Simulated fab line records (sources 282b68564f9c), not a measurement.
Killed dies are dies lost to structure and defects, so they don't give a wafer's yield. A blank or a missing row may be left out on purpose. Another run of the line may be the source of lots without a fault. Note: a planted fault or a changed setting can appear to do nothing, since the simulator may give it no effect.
fab line records -- flow ritCmos
record: lots: 5, wafers: 23
route steps=202 shown ACTIVE@4 NWELL@30 PRETRO@65 GATE@84 NLDD@104 PLDD@122 SPACER@130
startH: hours from the record's opening day to when the first of the lot's shown wafers began -- waitH: hours elapsed since this lot's preceding step -- " same as the row above -- L1.1+2: one row covering several wafers at once -- - no value, or no start was given -- * or withheld: withheld -- < > ~ a bound
route shown NAME@n: a module of which the file shows steps, and the number in the route of the first -- usual: mean and standard deviation over wafers with no fault -- same: alike in all rows -- chamber/n: place in a boat -- sites: the reading at each site -- _std_site: how widely they spread, as a standard deviation -- _edge_site: the outer-site mean with the inner-site mean subtracted -- radiusMm: how far each site lies from the wafer's centre -- mask NAME#n: copy n -- behind: the last tool/chamber to shape the wafer -- hold: why the lot was held/for how many hours/how that ended -- device: transistor that didn't switch, given as n, p or np -- end of line: the same wafers' tests at the end of the route -- for a step that has no rows: nothing shown but its recipe -- killed: count of dies lost to structure and defects at first sort (not the wafer's yield) -- map: a wafer's dies, marking killed ones x, the rest . and places with no die _
set.NAME: the setting the step ran with; set.NAME@STEP: the setting that earlier step ran with -- model.NAME: the simulator's own value behind a step, which no gauge read
one table per step and one row per wafer, for lots whose settings were changed on purpose
== steps ==
step: RIT_ACTIVE_CVD_03
recipe: material: Si3N4, targetThkNm: 150, tempC: 810, precursor: SiH2Cl2/NH3, timeS: 1500, pressureMtorr: 300, sih2cl2FlowSccm: 60, nh3FlowSccm: 150
lot.wafer,tool,chamber,startH,waitH,set.sih2cl2FlowSccm,model.Si3N4_of_ACTIVE_CVD_03.thkNm
L074.3,lpcvd-01,0,12.11,0.0,60,150.6
L074.4+6,lpcvd-01,0,12.11,0.0,60,150.5
L075.1,-,-,-,0.1,65.15,154.2
L075.3,-,-,-,0.1,65.15,154.3
L075.4+5,-,-,-,0.1,65.15,154.5
L075.6,-,-,-,0.1,65.15,154.7
L077.1,-,-,-,0.1,65.67,154
L077.2,-,-,-,0.1,65.67,154.2
L077.3,-,-,-,0.1,65.67,152.6
L077.4,-,-,-,0.1,65.67,153.3
L077.6,-,-,-,0.1,65.67,153
L082.1,-,-,-,0.1,60,150.2
L082.2,-,-,-,0.1,60,149
L082.3,-,-,-,0.1,60,149.4
L082.5,-,-,-,0.1,60,148.9
L082.6,-,-,-,0.1,60,148.8
L085.1,-,-,-,0.1,65.3,154.9
L085.2,-,-,-,0.1,65.3,154.1
L085.3,-,-,-,0.1,65.3,155.3
L085.4,-,-,-,0.1,65.3,154.3
L085.5,-,-,-,0.1,65.3,153.1
step: RIT_ACTIVE_EXPOSE_08
recipe: maskId: M1, na: 0.6, sourceShape: conventional, sigmaOuter: 0.6, targetCdNm: 1400, doseMj: 225
lot.wafer,tool,chamber,startH,waitH,mask,set.doseMj
L074.3+4+6,ilineStepper-02,0,14.08,0.1,M1#0,225
L075.1+3+4+5+6,ilineStepper-02,0,19.75,0.1,M1#0,225
L077.1+4,ilineStepper-01,0,29.04,0.1,M1#0,225
L077.2+3+6,ilineStepper-01,0,29.04,0.1,M1#0,208.4
L082.1+2+3+5+6,ilineStepper-01,0,54.16,0.2,M1#0,225
L085.1+2+4,ilineStepper-02,0,71.17,0.2,M1#0,225
L085.3+5,ilineStepper-02,0,71.17,0.2,M1#0,209.4
step: RIT_ACTIVE_PEB_09
recipe: resist: NOVOLAK, tempC: withheld, timeS: withheld
step: RIT_ACTIVE_DEVELOP_10
recipe: resist: NOVOLAK, developTimeS: 50, devTempC: 23.73
lot.wafer,tool,chamber,startH,waitH,set.doseMj@ACTIVE_EXPOSE_08,model.ACTIVE.cdNm
L074.3,lithoTrack-04,0,-,-,225,1401
L074.4,lithoTrack-04,0,-,-,225,1402
L074.6,lithoTrack-04,0,-,-,225,1400
L075.1,lithoTrack-02,0,-,-,225,1402
L075.3+4,lithoTrack-02,0,-,-,225,1399
L075.5+6,lithoTrack-02,0,-,-,225,1398
L077.1,lithoTrack-03,0,-,-,225,1396
L077.2,lithoTrack-03,0,-,-,208.4,1419
L077.3+6,lithoTrack-03,0,-,-,208.4,1422
L077.4,lithoTrack-03,0,-,-,225,1397
L082.1+3+5,lithoTrack-03,0,-,-,225,1400
L082.2,lithoTrack-03,0,-,-,225,1399
L082.6,lithoTrack-03,0,-,-,225,1397
L085.1,lithoTrack-04,0,-,-,225,1400
L085.2,lithoTrack-04,0,-,-,225,1402
L085.3,lithoTrack-04,0,-,-,209.4,1423
L085.4,lithoTrack-04,0,-,-,225,1403
L085.5,lithoTrack-04,0,-,-,209.4,1421
step: RIT_ACTIVE_CD_MEAS_11
recipe: targetCdNm: 1400
usual: cdNm: 1399.3/2.3
lot.wafer,tool,chamber,startH,waitH,set.doseMj@ACTIVE_EXPOSE_08,cdNm
L074.3,cdSem-01,-,14.48,-,225,1400.4
L074.4,cdSem-01,-,14.48,-,225,1402.1
L074.6,cdSem-01,-,14.48,-,225,1399.4
L075.1,cdSem-02,-,20.15,-,225,1401.7
L075.3,cdSem-02,-,20.15,-,225,1399.3
L075.4,cdSem-02,-,20.15,-,225,1399.4
L075.5,cdSem-02,-,20.15,-,225,1397.6
L075.6,cdSem-02,-,20.15,-,225,1398.1
L077.1,cdSem-01,-,29.44,-,225,1396.6
L077.2,cdSem-01,-,29.44,-,208.4,1419.0
L077.3,cdSem-01,-,29.44,-,208.4,1421.4
L077.4,cdSem-01,-,29.44,-,225,1396.7
L077.6,cdSem-01,-,29.44,-,208.4,1422.3
L082.1,cdSem-02,-,54.56,-,225,1399.9
L082.2,cdSem-02,-,54.56,-,225,1399.2
L082.3,cdSem-02,-,54.56,-,225,1399.8
L082.5,cdSem-02,-,54.56,-,225,1400.5
L082.6,cdSem-02,-,54.56,-,225,1396.5
L085.1,cdSem-01,-,71.57,-,225,1400.4
L085.2,cdSem-01,-,71.57,-,225,1401.8
L085.3,cdSem-01,-,71.57,-,209.4,1423.3
L085.4,cdSem-01,-,71.57,-,225,1402.9
L085.5,cdSem-01,-,71.57,-,209.4,1421.1
step: RIT_ACTIVE_STRIP_14
recipe: chemistry: O2, timeS: 180, resist: NOVOLAK, platenTempC: withheld, powerW: 500, pressureMtorr: 4000, o2FlowSccm: 4000
lot.wafer,tool,chamber,startH,waitH,set.pressureMtorr
L074.3+4+6,plasmaAsher-01,"1,0,0",14.90,0.1,4000
L075.1+3+4+5+6,plasmaAsher-01,"0,0,1,1,0",20.55,0.1,4000
L077.1+2+3+4+6,plasmaAsher-04,"1,0,1,0,0",29.84,0.1,3598
L082.1+2+3+5+6,plasmaAsher-02,"0,1,1,1,0",54.97,0.1,4450
L085.1+2+3+4+5,plasmaAsher-02,"0,1,0,1,0",71.97,0.1,3756
step: RIT_ACTIVE_CD_MEAS_90
recipe: targetCdNm: 1400
usual: cdNm: 1399.3/2.4
lot.wafer,tool,chamber,startH,waitH,set.doseMj@ACTIVE_EXPOSE_08,cdNm
L074.3,cdSem-02,-,15.06,0.1,225,1400.4
L074.4,cdSem-02,-,15.06,0.1,225,1401.9
L074.6,cdSem-02,-,15.06,0.1,225,1399.8
L075.1,cdSem-01,-,20.73,0.1,225,1401.7
L075.3,cdSem-01,-,20.73,0.1,225,1398.8
L075.4,cdSem-01,-,20.73,0.1,225,1399.0
L075.5,cdSem-01,-,20.73,0.1,225,1397.5
L075.6,cdSem-01,-,20.73,0.1,225,1398.3
L077.1,cdSem-01,-,30.02,0.1,225,1396.6
L077.2,cdSem-01,-,30.02,0.1,208.4,1419.2
L077.3,cdSem-01,-,30.02,0.1,208.4,1421.7
L077.4,cdSem-01,-,30.02,0.1,225,1397.0
L077.6,cdSem-01,-,30.02,0.1,208.4,1422.3
L082.1,cdSem-02,-,55.14,0.1,225,1399.8
L082.2,cdSem-02,-,55.14,0.1,225,1399.1
L082.3,cdSem-02,-,55.14,0.1,225,1400.3
L082.5,cdSem-02,-,55.14,0.1,225,1400.5
L082.6,cdSem-02,-,55.14,0.1,225,1396.5
L085.1,cdSem-01,-,72.15,0.1,225,1400.4
L085.2,cdSem-01,-,72.15,0.1,225,1401.4
L085.3,cdSem-01,-,72.15,0.1,209.4,1423.1
L085.4,cdSem-01,-,72.15,0.1,225,1403.4
L085.5,cdSem-01,-,72.15,0.1,209.4,1421.3
step: RIT_NWELL_SOFTBAKE_02
recipe: resist: NOVOLAK, tempC: 90, timeS: 60
lot.wafer,tool,chamber,startH,waitH,set.tempC
L074.3+4+6,lithoTrack-04,0,20.47,0.1,90
L075.1+3,lithoTrack-01,0,25.84,0.1,92.98
L075.4+5+6,lithoTrack-01,0,25.84,0.1,90
L077.1+6,lithoTrack-02,0,34.62,0.1,90
L077.2+3+4,lithoTrack-02,0,34.62,0.1,88.81
L082.1+2+6,lithoTrack-02,0,59.69,0.1,90
L082.3+5,lithoTrack-02,0,59.69,0.1,91.81
L085.1+5,lithoTrack-01,0,77.38,0.1,90
L085.2+3+4,lithoTrack-01,0,77.38,0.1,91.67
step: RIT_NWELL_EXPOSE_03
recipe: maskId: M2, na: 0.57, targetCdNm: 43900, doseMj: 250
step: RIT_NWELL_PEB_04
recipe: resist: NOVOLAK, tempC: withheld, timeS: withheld
step: RIT_NWELL_DEVELOP_05
recipe: resist: NOVOLAK, developTimeS: 68, devTempC: 23
lot.wafer,tool,chamber,startH,waitH,set.tempC@NWELL_SOFTBAKE_02,model.NOVOLAK_of_NWELL_COAT_01.thkNm
L074.3,lithoTrack-04,0,-,-,90,1293
L074.4+6,lithoTrack-04,0,-,-,90,1294
L075.1,lithoTrack-04,0,-,-,92.98,1293
L075.3,lithoTrack-04,0,-,-,92.98,1296
L075.4+6,lithoTrack-04,0,-,-,90,1303
L075.5,lithoTrack-04,0,-,-,90,1304
L077.1+6,lithoTrack-04,0,-,-,90,1299
L077.2+3,lithoTrack-04,0,-,-,88.81,1301
L077.4,lithoTrack-04,0,-,-,88.81,1300
L082.1,lithoTrack-04,0,-,-,90,1303
L082.2,lithoTrack-04,0,-,-,90,1300
L082.3,lithoTrack-04,0,-,-,91.81,1291
L082.5,lithoTrack-04,0,-,-,91.81,1294
L082.6,lithoTrack-04,0,-,-,90,1301
L085.1,lithoTrack-02,0,-,-,90,1297
L085.2+4,lithoTrack-02,0,-,-,91.67,1292
L085.3,lithoTrack-02,0,-,-,91.67,1294
L085.5,lithoTrack-02,0,-,-,90,1302
step: RIT_NWELL_IMPLANT_08
recipe: species: P, energyKev: 170, doseCm2: 5e+13, tiltDeg: 7
lot.wafer,tool,chamber,startH,waitH,set.energyKev,model.implant.rpNm,model.implant.drpNm
L074.3+4+6,implanter-01,0,21.34,0.2,170,219.9,68.82
L075.1+4+6,implanter-04,0,26.71,0.2,164.4,212,67.15
L075.3+5,implanter-04,0,26.71,0.2,170,219.4,68.82
L077.1+2+3+4+6,implanter-01,0,35.61,0.2,170,207.2,68.82
L082.1+3+6,implanter-01,0,60.68,0.2,162.5,203.3,66.58
L082.2+5,implanter-01,0,60.68,0.2,170,212.9,68.82
L085.1+4,implanter-03,0,78.24,0.2,177.5,222.9,71.09
L085.2+3+5,implanter-03,0,78.24,0.2,170,213.2,68.82
step: RIT_PRETRO_COAT_01
recipe: resist: NOVOLAK, spinRpm: 2000, resistThkNm: 1300
lot.wafer,tool,chamber,startH,waitH,set.resistThkNm,model.NOVOLAK_of_PRETRO_COAT_01.thkNm
L074.3,lithoTrack-03,0,30.30,0.1,1300,1303
L074.4,lithoTrack-03,0,30.30,0.1,1300,1300
L074.6,lithoTrack-03,0,30.30,0.1,1300,1296
L075.1+4,lithoTrack-03,0,35.82,0.1,1233,1230
L075.3,lithoTrack-03,0,35.82,0.1,1300,1298
L075.5,lithoTrack-03,0,35.82,0.1,1300,1295
L075.6,lithoTrack-03,0,35.82,0.1,1300,1296
L077.1,lithoTrack-03,0,45.45,0.1,1300,1301
L077.2,lithoTrack-03,0,45.45,0.1,1330,1331
L077.3,lithoTrack-03,0,45.45,0.1,1300,1299
L077.4,lithoTrack-03,0,45.45,0.1,1330,1330
L077.6,lithoTrack-03,0,45.45,0.1,1330,1326
L082.1,lithoTrack-04,0,69.85,0.1,1300,1301
L082.2,lithoTrack-04,0,69.85,0.1,1270,1270
L082.3,lithoTrack-04,0,69.85,0.1,1300,1304
L082.5,lithoTrack-04,0,69.85,0.1,1300,1305
L082.6,lithoTrack-04,0,69.85,0.1,1270,1269
L085.1,lithoTrack-03,0,87.75,0.1,1300,1297
L085.2+4,lithoTrack-03,0,87.75,0.1,1300,1298
L085.3,lithoTrack-03,0,87.75,0.1,1300,1302
L085.5,lithoTrack-03,0,87.75,0.1,1300,1301
step: RIT_PRETRO_HARDBAKE_07
recipe: resist: NOVOLAK, tempC: 140, timeS: 120
lot.wafer,tool,chamber,startH,waitH,set.tempC,set.resistThkNm@PRETRO_COAT_01,model.NOVOLAK_of_PRETRO_COAT_01.thkNm
L074.3,lithoTrack-04,0,31.09,0.1,140,1300,1140
L074.4,lithoTrack-04,0,31.09,0.1,140,1300,1137
L074.6,lithoTrack-04,0,31.09,0.1,140,1300,1133
L075.1,lithoTrack-04,0,36.58,0.0,140,1233,1076
L075.3,lithoTrack-04,0,36.58,0.0,140,1300,1135
L075.4,lithoTrack-04,0,36.58,0.0,138.6,1233,1078
L075.5,lithoTrack-04,0,36.58,0.0,140,1300,1133
L075.6,lithoTrack-04,0,36.58,0.0,138.6,1300,1136
L077.1,lithoTrack-02,0,46.54,0.1,140,1300,1137
L077.2,lithoTrack-02,0,46.54,0.1,140,1330,1164
L077.3,lithoTrack-02,0,46.54,0.1,142.8,1300,1132
L077.4,lithoTrack-02,0,46.54,0.1,140,1330,1163
L077.6,lithoTrack-02,0,46.54,0.1,142.8,1330,1155
L082.1,lithoTrack-02,0,70.74,0.0,140,1300,1138
L082.2,lithoTrack-02,0,70.74,0.0,140,1270,1111
L082.3,lithoTrack-02,0,70.74,0.0,140,1300,1140
L082.5,lithoTrack-02,0,70.74,0.0,140,1300,1141
L082.6,lithoTrack-02,0,70.74,0.0,140,1270,1110
L085.1,lithoTrack-02,0,88.71,0.1,140,1300,1134
L085.2+4,lithoTrack-02,0,88.71,0.1,140,1300,1135
L085.3+5,lithoTrack-02,0,88.71,0.1,140,1300,1138
step: RIT_GATE_CVD_08
recipe: material: poly-Si, targetThkNm: 250, tempC: 610, precursor: SiH4, timeS: 2220, pressureMtorr: 300, sih4FlowSccm: 100
lot.wafer,tool,chamber,startH,waitH,set.pressureMtorr,model.poly-Si_of_GATE_CVD_08.thkNm
L074.3,lpcvd-02,1,34.16,0.0,300,247.4
L074.4,lpcvd-02,1,34.16,0.0,300,248.9
L074.6,lpcvd-02,1,34.16,0.0,300,247.6
L075.1,-,-,-,0.1,336.7,259.8
L075.3+5,-,-,-,0.1,336.7,260.4
L075.4,-,-,-,0.1,336.7,261
L075.6,-,-,-,0.1,336.7,260.8
L077.1,-,-,-,0.1,321.5,259.5
L077.2+6,-,-,-,0.1,321.5,259.4
L077.3,-,-,-,0.1,321.5,259.3
L077.4,-,-,-,0.1,321.5,257.9
L082.1,-,-,-,0.1,260.3,232.9
L082.2,-,-,-,0.1,260.3,234.3
L082.3,-,-,-,0.1,260.3,232.6
L082.5,-,-,-,0.1,260.3,232.2
L082.6,-,-,-,0.1,260.3,232.3
L085.1,-,-,-,0.1,284.4,246.7
L085.2,-,-,-,0.1,284.4,242.8
L085.3,-,-,-,0.1,284.4,246
L085.4,-,-,-,0.1,284.4,248.8
L085.5,-,-,-,0.1,284.4,247.8
step: RIT_GATE_THK_MEAS_09
recipe: reads: poly-Si_of_GATE_CVD_08
usual: GATE_POLY_THK: 249.8/2.2
lot.wafer,tool,chamber,startH,waitH,set.pressureMtorr@GATE_CVD_08,GATE_POLY_THK[nm]
L074.3,filmMetro-01,-,35.80,0.0,300,247.4
L074.4,filmMetro-01,-,35.80,0.0,300,248.9
L074.6,filmMetro-01,-,35.80,0.0,300,247.4
L075.1,filmMetro-01,-,-,-,336.7,259.6
L075.3,filmMetro-01,-,-,-,336.7,260.3
L075.4,filmMetro-01,-,-,-,336.7,261.0
L075.5,filmMetro-01,-,-,-,336.7,260.5
L075.6,filmMetro-01,-,-,-,336.7,260.9
L077.1,filmMetro-01,-,-,-,321.5,259.5
L077.2,filmMetro-01,-,-,-,321.5,259.3
L077.3,filmMetro-01,-,-,-,321.5,259.2
L077.4,filmMetro-01,-,-,-,321.5,257.9
L077.6,filmMetro-01,-,-,-,321.5,259.6
L082.1,filmMetro-03,-,-,-,260.3,232.9
L082.2,filmMetro-03,-,-,-,260.3,234.4
L082.3,filmMetro-03,-,-,-,260.3,232.6
L082.5,filmMetro-03,-,-,-,260.3,232.4
L082.6,filmMetro-03,-,-,-,260.3,232.2
L085.1,filmMetro-01,-,-,-,284.4,246.4
L085.2,filmMetro-01,-,-,-,284.4,242.7
L085.3,filmMetro-01,-,-,-,284.4,246.1
L085.4,filmMetro-01,-,-,-,284.4,248.9
L085.5,filmMetro-01,-,-,-,284.4,248.0
step: RIT_GATE_ETCH_19
recipe: chemistry: SF6/CHF3/O2, timeS: 165, SF6_flow_sccm: 30, CHF3_flow_sccm: 30, O2_flow_sccm: 5, target: poly-Si, pressureMtorr: 40, rfW: 160, targetDepthA: 3125, overEtchFrac: 0.25, stopOn: SiO2
lot.wafer,tool,chamber,startH,waitH,set.overEtchFrac,set.pressureMtorr@GATE_CVD_08,model.etch.depthNm,model.GATE.featureDepthNm
L074.3,rieSi-02,0,37.00,0.1,0.25,300,247.4,247.4
L074.4,rieSi-02,1,37.00,0.1,0.25,300,248.9,248.9
L074.6,rieSi-02,3,37.00,0.1,0.25,300,247.6,247.6
L075.1,rieSi-01,3,41.93,0.1,0.25,336.7,259.8,259.8
L075.3,rieSi-01,0,41.93,0.1,0.25,336.7,260.4,260.4
L075.4,rieSi-01,2,41.93,0.1,0.25,336.7,261,261
L075.5,rieSi-01,0,41.93,0.1,0.293,336.7,260.4,260.4
L075.6,rieSi-01,1,41.93,0.1,0.293,336.7,260.8,260.8
L077.1,rieSi-01,1,52.36,0.1,0.25,321.5,259.5,259.5
L077.2+6,rieSi-01,"3,0",52.36,0.1,0.1861,321.5,259.4,259.4
L077.3,rieSi-01,2,52.36,0.1,0.1861,321.5,-,259.3
L077.4,rieSi-01,0,52.36,0.1,0.25,321.5,-,257.9
L082.1,rieSi-02,0,76.12,0.1,0.25,260.3,-,232.9
L082.2,rieSi-02,2,76.12,0.1,0.2291,260.3,-,234.3
L082.3,rieSi-02,1,76.12,0.1,0.2291,260.3,232.6,232.6
L082.5,rieSi-02,2,76.12,0.1,0.2291,260.3,-,232.2
L082.6,rieSi-02,1,76.12,0.1,0.25,260.3,232.3,232.3
L085.1,rieSi-01,0,96.32,0.1,0.25,284.4,-,246.7
L085.2,rieSi-01,3,96.32,0.1,0.1796,284.4,-,242.8
L085.3,rieSi-01,2,96.32,0.1,0.25,284.4,-,246
L085.4,rieSi-01,1,96.32,0.1,0.25,284.4,248.8,248.8
L085.5,rieSi-01,2,96.32,0.1,0.1796,284.4,247.8,247.8
step: RIT_NLDD_COAT_01
recipe: resist: NOVOLAK, spinRpm: 3250, resistThkNm: 1000
lot.wafer,tool,chamber,startH,waitH,set.spinRpm,model.NOVOLAK_of_NLDD_COAT_01.thkNm
L074.3,lithoTrack-04,0,41.07,0.1,3250,999.9
L074.4,lithoTrack-04,0,41.07,0.1,3250,997.6
L074.6,lithoTrack-04,0,41.07,0.1,3250,999.2
L075.1,lithoTrack-04,0,45.78,0.1,3250,996.5
L075.3+6,lithoTrack-04,0,45.78,0.1,3473,965.4
L075.4,lithoTrack-04,0,45.78,0.1,3250,994.9
L075.5,lithoTrack-04,0,45.78,0.1,3250,996.2
L077.1,lithoTrack-03,0,55.93,0.1,3119,1021
L077.2,lithoTrack-03,0,55.93,0.1,3250,1001
L077.3,lithoTrack-03,0,55.93,0.1,3250,997
L077.4,lithoTrack-03,0,55.93,0.1,3119,1019
L077.6,lithoTrack-03,0,55.93,0.1,3119,1018
L082.1,lithoTrack-03,0,80.68,0.1,3037,1031
L082.2,lithoTrack-03,0,80.68,0.1,3250,995.3
L082.3,lithoTrack-03,0,80.68,0.1,3037,1033
L082.5,lithoTrack-03,0,80.68,0.1,3250,995.5
L082.6,lithoTrack-03,0,80.68,0.1,3250,996.7
L085.1,lithoTrack-01,0,100.06,0.1,3250,999.6
L085.2,lithoTrack-01,0,100.06,0.1,3250,999.5
L085.3,lithoTrack-01,0,100.06,0.1,3324,987.2
L085.4,lithoTrack-01,0,100.06,0.1,3324,987.1
L085.5,lithoTrack-01,0,100.06,0.1,3324,986.2
step: RIT_NLDD_SOFTBAKE_02
recipe: resist: NOVOLAK, tempC: 90, timeS: 60
step: RIT_NLDD_EXPOSE_03
recipe: maskId: M7, na: 0.57, targetCdNm: 40700, doseMj: 250
step: RIT_NLDD_DEVELOP_05
recipe: resist: NOVOLAK, developTimeS: 50, devTempC: 23
step: RIT_NLDD_HARDBAKE_07
recipe: resist: NOVOLAK, tempC: 140, timeS: 60
lot.wafer,tool,chamber,startH,waitH,set.spinRpm@NLDD_COAT_01,model.NOVOLAK_of_NLDD_COAT_01.thkNm
L074.3,lithoTrack-04,0,41.83,0.1,3250,883.7
L074.4,lithoTrack-04,0,41.83,0.1,3250,881.7
L074.6,lithoTrack-04,0,41.83,0.1,3250,883.1
L075.1,lithoTrack-03,0,46.64,0.0,3250,880.7
L075.3+6,lithoTrack-03,0,46.64,0.0,3473,853.5
L075.4,lithoTrack-03,0,46.64,0.0,3250,879.3
L075.5,lithoTrack-03,0,46.64,0.0,3250,880.4
L077.1,lithoTrack-01,0,56.91,0.0,3119,901.8
L077.2,lithoTrack-01,0,56.91,0.0,3250,884.6
L077.3,lithoTrack-01,0,56.91,0.0,3250,881.2
L077.4,lithoTrack-01,0,56.91,0.0,3119,900.1
L077.6,lithoTrack-01,0,56.91,0.0,3119,899.9
L082.1,lithoTrack-01,0,81.54,0.0,3037,911.2
L082.2,lithoTrack-01,0,81.54,0.0,3250,879.7
L082.3,lithoTrack-01,0,81.54,0.0,3037,912.2
L082.5,lithoTrack-01,0,81.54,0.0,3250,879.8
L082.6,lithoTrack-01,0,81.54,0.0,3250,880.9
L085.1+2,lithoTrack-03,0,100.92,0.0,3250,883.4
L085.3,lithoTrack-03,0,100.92,0.0,3324,872.6
L085.4,lithoTrack-03,0,100.92,0.0,3324,872.4
L085.5,lithoTrack-03,0,100.92,0.0,3324,871.7
step: RIT_PLDD_IMPLANT_08
recipe: species: BF2, energyKev: 20, doseCm2: 9e+14, tiltDeg: 7
lot.wafer,tool,chamber,startH,waitH,set.doseCm2
L074.3+4+6,implanter-03,0,43.52,0.1,9e+14
L075.1+3+4+5+6,implanter-01,0,48.34,0.1,9e+14
L077.1+2+6,implanter-03,0,58.61,0.1,9e+14
L077.3+4,implanter-03,0,58.61,0.1,9.371e+14
L082.1+2+3+5+6,implanter-01,0,83.11,0.1,9e+14
L085.1+2+3,implanter-03,0,102.76,0.1,9e+14
L085.4+5,implanter-03,0,102.76,0.1,9.658e+14
step: RIT_PLDD_STRIP_09
recipe: chemistry: O2, timeS: 180, resist: NOVOLAK, platenTempC: withheld, powerW: 500, pressureMtorr: 4000, o2FlowSccm: 4000
step: RIT_PLDD_TW_MEAS_10
usual: PLDD_TW: 2327/14
lot.wafer,tool,chamber,startH,waitH,set.doseCm2@PLDD_IMPLANT_08,PLDD_TW
L074.3,filmMetro-01,-,43.82,0.1,9e+14,2336
L074.4,filmMetro-01,-,43.82,0.1,9e+14,2344
L074.6,filmMetro-01,-,43.82,0.1,9e+14,2352
L075.1,filmMetro-02,-,48.66,0.1,9e+14,2329
L075.3,filmMetro-02,-,48.66,0.1,9e+14,2331
L075.4,filmMetro-02,-,48.66,0.1,9e+14,2331
L075.5,filmMetro-02,-,48.66,0.1,9e+14,2328
L075.6,filmMetro-02,-,48.66,0.1,9e+14,2333
L077.1,filmMetro-01,-,58.93,0.1,9e+14,2348
L077.2,filmMetro-01,-,58.93,0.1,9e+14,2355
L077.3,filmMetro-01,-,58.93,0.1,9.371e+14,2370
L077.4,filmMetro-01,-,58.93,0.1,9.371e+14,2367
L077.6,filmMetro-01,-,58.93,0.1,9e+14,2343
L082.1,filmMetro-03,-,83.44,0.1,9e+14,2315
L082.2,filmMetro-03,-,83.44,0.1,9e+14,2320
L082.3,filmMetro-03,-,83.44,0.1,9e+14,2317
L082.5,filmMetro-03,-,83.44,0.1,9e+14,2328
L082.6,filmMetro-03,-,83.44,0.1,9e+14,2315
L085.1,filmMetro-03,-,103.08,0.1,9e+14,2318
L085.2,filmMetro-03,-,103.08,0.1,9e+14,2321
L085.3,filmMetro-03,-,103.08,0.1,9e+14,2313
L085.4,filmMetro-03,-,103.08,0.1,9.658e+14,2364
L085.5,filmMetro-03,-,103.08,0.1,9.658e+14,2351
step: RIT_SPACER_ETCHBACK_05
recipe: targetDepthA: 2500, SF6_flow_sccm: 30, CHF3_flow_sccm: 30, target: Si3N4, chemistry: SF6/CHF3, pressureMtorr: 40, rfW: 250, timeS: 240, stopOn: SiO2
lot.wafer,tool,chamber,startH,waitH,set.rfW,set.pressureMtorr@GATE_CVD_08,model.poly-Si_of_GATE_CVD_08.thkNm
L074.3+6,rieDiel-01,"1,0",46.20,0.0,250,300,165.1
L074.4,rieDiel-01,1,46.20,0.0,250,300,166.8
L075.1,rieDiel-03,0,51.07,0.1,257.7,336.7,176.2
L075.3,rieDiel-03,3,51.07,0.1,257.7,336.7,177.9
L075.4,rieDiel-03,1,51.07,0.1,250,336.7,178.4
L075.5,rieDiel-03,3,51.07,0.1,250,336.7,178.7
L075.6,rieDiel-03,0,51.07,0.1,250,336.7,177.6
L077.1,rieDiel-04,0,61.34,0.1,250,321.5,177.4
L077.2,rieDiel-04,2,61.34,0.1,259.6,321.5,175.3
L077.3,rieDiel-04,1,61.34,0.1,250,321.5,177
L077.4,rieDiel-04,3,61.34,0.1,250,321.5,175.3
L077.6,rieDiel-04,2,61.34,0.1,259.6,321.5,174.9
L082.1,rieDiel-04,1,85.84,0.1,250,260.3,150.4
L082.2,rieDiel-04,2,85.84,0.1,250,260.3,151.6
L082.3,rieDiel-04,0,85.84,0.1,228.1,260.3,153.8
L082.5,rieDiel-04,0,85.84,0.1,228.1,260.3,153.6
L082.6,rieDiel-04,1,85.84,0.1,250,260.3,150
L085.1,rieDiel-04,2,106.30,0.1,250,284.4,163.2
L085.2,rieDiel-04,3,106.30,0.1,250,284.4,160.5
L085.3,rieDiel-04,0,106.30,0.1,250,284.4,163.9
L085.4,rieDiel-04,1,106.30,0.1,250,284.4,165.9
L085.5,rieDiel-04,3,106.30,0.1,250,284.4,164.9
== key ==
split: step: RIT_ACTIVE_CVD_03, setting: sih2cl2FlowSccm, stated: 60, by: lot
response: step: RIT_ACTIVE_CVD_03, reading: model.Si3N4_of_ACTIVE_CVD_03.thkNm, change: +0.474, per: 1%, r: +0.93
split: step: RIT_ACTIVE_EXPOSE_08, setting: doseMj, stated: 225, by: wafer
response: step: RIT_ACTIVE_DEVELOP_10, reading: model.ACTIVE.cdNm, change: -3.14, per: 1%, r: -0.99
response: step: RIT_ACTIVE_CD_MEAS_11, reading: cdNm, change: -3.13, per: 1%, r: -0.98
response: step: RIT_ACTIVE_CD_MEAS_90, reading: cdNm, change: -3.13, per: 1%, r: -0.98
split: step: RIT_ACTIVE_STRIP_14, setting: pressureMtorr, stated: 4000, by: lot
response none clear
split: step: RIT_NWELL_SOFTBAKE_02, setting: tempC, stated: 90, by: wafer
response: step: RIT_NWELL_DEVELOP_05, reading: model.NOVOLAK_of_NWELL_COAT_01.thkNm, change: -3.19, per: 1%, r: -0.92
split: step: RIT_NWELL_IMPLANT_08, setting: energyKev, stated: 170, by: wafer
response: step: RIT_NWELL_IMPLANT_08, reading: model.implant.rpNm, change: +2.2, per: 1%, r: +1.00
response: step: RIT_NWELL_IMPLANT_08, reading: model.implant.drpNm, change: +0.511, per: 1%, r: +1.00
split: step: RIT_PRETRO_COAT_01, setting: resistThkNm, stated: 1300, by: wafer
response: step: RIT_PRETRO_COAT_01, reading: model.NOVOLAK_of_PRETRO_COAT_01.thkNm, change: +13.2, per: 1%, r: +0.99
response: step: RIT_PRETRO_HARDBAKE_07, reading: model.NOVOLAK_of_PRETRO_COAT_01.thkNm, change: +11.3, per: 1%, r: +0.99
split: step: RIT_PRETRO_HARDBAKE_07, setting: tempC, stated: 140, by: wafer
response none clear
split: step: RIT_GATE_CVD_08, setting: pressureMtorr, stated: 300, by: lot
response: step: RIT_GATE_CVD_08, reading: model.poly-Si_of_GATE_CVD_08.thkNm, change: +1.09, per: 1%, r: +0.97
response: step: RIT_GATE_THK_MEAS_09, reading: GATE_POLY_THK, change: +1.09, per: 1%, r: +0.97
response: step: RIT_GATE_ETCH_19, reading: model.etch.depthNm, change: +1.04, per: 1%, r: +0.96
response: step: RIT_GATE_ETCH_19, reading: model.GATE.featureDepthNm, change: +1.09, per: 1%, r: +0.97
response: step: RIT_SPACER_ETCHBACK_05, reading: model.poly-Si_of_GATE_CVD_08.thkNm, change: +1.03, per: 1%, r: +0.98
split: step: RIT_GATE_ETCH_19, setting: overEtchFrac, stated: 0.25, by: wafer
response none clear
split: step: RIT_NLDD_COAT_01, setting: spinRpm, stated: 3250, by: wafer
response: step: RIT_NLDD_COAT_01, reading: model.NOVOLAK_of_NLDD_COAT_01.thkNm, change: -4.99, per: 1%, r: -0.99
response: step: RIT_NLDD_HARDBAKE_07, reading: model.NOVOLAK_of_NLDD_COAT_01.thkNm, change: -4.36, per: 1%, r: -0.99
split: step: RIT_PLDD_IMPLANT_08, setting: doseCm2, stated: 9e+14, by: wafer
response: step: RIT_PLDD_TW_MEAS_10, reading: PLDD_TW, change: +5.28, per: 1%, r: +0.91
split: step: RIT_SPACER_ETCHBACK_05, setting: rfW, stated: 250, by: wafer
response none clear
